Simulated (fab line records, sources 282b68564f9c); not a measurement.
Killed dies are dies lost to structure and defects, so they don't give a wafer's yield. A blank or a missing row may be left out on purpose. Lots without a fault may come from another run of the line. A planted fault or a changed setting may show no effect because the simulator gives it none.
Which tool did it? | flow rit_cmos | 14 lots, 42 wafers sampled, at 2 steps of a route of 202

WHAT THE GAUGES READ, wafer by wafer
The record holds no reading of a measuring or inspecting step that can be judged against a usual standard deviation.

WHICH TOOL RAN EACH LOT (tool, then ch and the chambers of the sampled wafers, then the start)
lot  | RIT_ACTIVE_SOFTBAKE_07           | RIT_M1_PROBE_99
L174 | litho_track-04 ch 0, day 1 14:02 | -
L175 | litho_track-04 ch 0, day 1 18:55 | -
L176 | litho_track-04 ch 0, day 2 00:41 | -
L177 | litho_track-02 ch 0, day 2 06:46 | -
L178 | litho_track-04 ch 0, day 2 11:23 | -
L180 | litho_track-04 ch 0, day 2 20:31 | prober-02, day 4 17:47
L181 | litho_track-04 ch 0, day 3 01:51 | -
L182 | litho_track-02 ch 0, day 3 07:47 | -
L183 | litho_track-04 ch 0, day 3 11:40 | prober-01, day 5 07:22
L184 | litho_track-02 ch 0, day 3 15:56 | prober-02, day 5 15:39
L186 | litho_track-04 ch 0, day 4 02:44 | -
L190 | litho_track-03 ch 0, day 4 21:56 | -
L192 | litho_track-03 ch 0, day 5 07:53 | -
L197 | litho_track-03 ch 0, day 6 08:53 | -
- RIT_ACTIVE_SOFTBAKE_07: time 60 s.
- RIT_M1_PROBE_99

WHAT THE TOOLS THEMSELVES READ (means of the sampled wafers that have a number; where no wafer has one, the mark that the record gives instead)
RIT_ACTIVE_SOFTBAKE_07.
lot  | tool           | heater_power_total_W (W) | plate_temp_C (C)
L174 | litho_track-04 | 34.62                    | 90.04
L175 | litho_track-04 | 34.59                    | 90.09
L176 | litho_track-04 | 34.58                    | 89.89
L177 | litho_track-02 | 34.59                    | 89.76
L178 | litho_track-04 | 34.54                    | 89.91
L180 | litho_track-04 | 34.57                    | 89.91
L181 | litho_track-04 | 34.62                    | 89.97
L182 | litho_track-02 | 34.55                    | 90.00
L183 | litho_track-04 | 35.15                    | 91.17
L184 | litho_track-02 | 34.58                    | 90.09
L186 | litho_track-04 | 35.17                    | 90.95
L190 | litho_track-03 | 34.56                    | 90.06
L192 | litho_track-03 | 34.54                    | 89.98
L197 | litho_track-03 | 34.58                    | 90.02

RIT_M1_PROBE_99.
lot  | tool      | killed_at_M0_to_M3 | killed_at_contacts | killed_at_front_end | killed_dies | killed_open | killed_short
L180 | prober-02 | 0.0                | 0.0                | 8                   | 8           | 2.3         | 5.3
L183 | prober-01 | 0.0                | 0.0                | 9                   | 9           | 4.7         | 4.3
L184 | prober-02 | 0.0                | 0.0                | 4                   | 4           | 1.3         | 2.7

THE ANSWER, worked out from the rows above alone
Rule: what is usual is taken from the lots themselves. Put in order of their means at a reading, lots are off if they are a third of the lots or fewer, leave a main group of 4 or more, and stand apart from it by a gap of 3 or more times the standard deviation of the main group's means; of several such gaps the widest counts. A main group whose means are all the same, to the digits that the tables above print for the reading, isn't used. A lot without any number at a reading at which 4 lots or more have one is off too. The other lots that the step has rows for count as sound. The gauges are gone through in route order, then the tools' own readings, and for those a lot's mean is taken as printed above. The first step at which some lot is off is used, and at that step the reading that is off furthest; a lot without a number counts as furthest.
Off: L183, L186, at RIT_ACTIVE_SOFTBAKE_07 (heater_power_total_W). The main group: mean 34.58 W, standard deviation 0.026.
A tool fits if, at that step or a process step before it, it ran every lot that is off, and no sound lot after the first of them. One fits: litho_track-04 at RIT_ACTIVE_SOFTBAKE_07. Its last sound lot is L181 (day 3 01:51), its first lot that is off L183 (day 3 11:40): a fault that began between those two fits.
The tool's own readings at RIT_ACTIVE_SOFTBAKE_07 bear it out: on the lots that are off they differ by more than 5 times the standard deviation of the sound lots' means. heater_power_total_W reads 35.16 W there against 34.58 W on the sound lots; plate_temp_C reads 91.06 C there against 89.98 C on the sound lots.

WHAT THE SIMULATOR HAD PUT IN
Process parameter drift: litho_track-04, from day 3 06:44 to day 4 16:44, at RIT_ACTIVE_SOFTBAKE_07. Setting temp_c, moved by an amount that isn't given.
Lots struck among those shown: L183, L186. The rule above found the same.
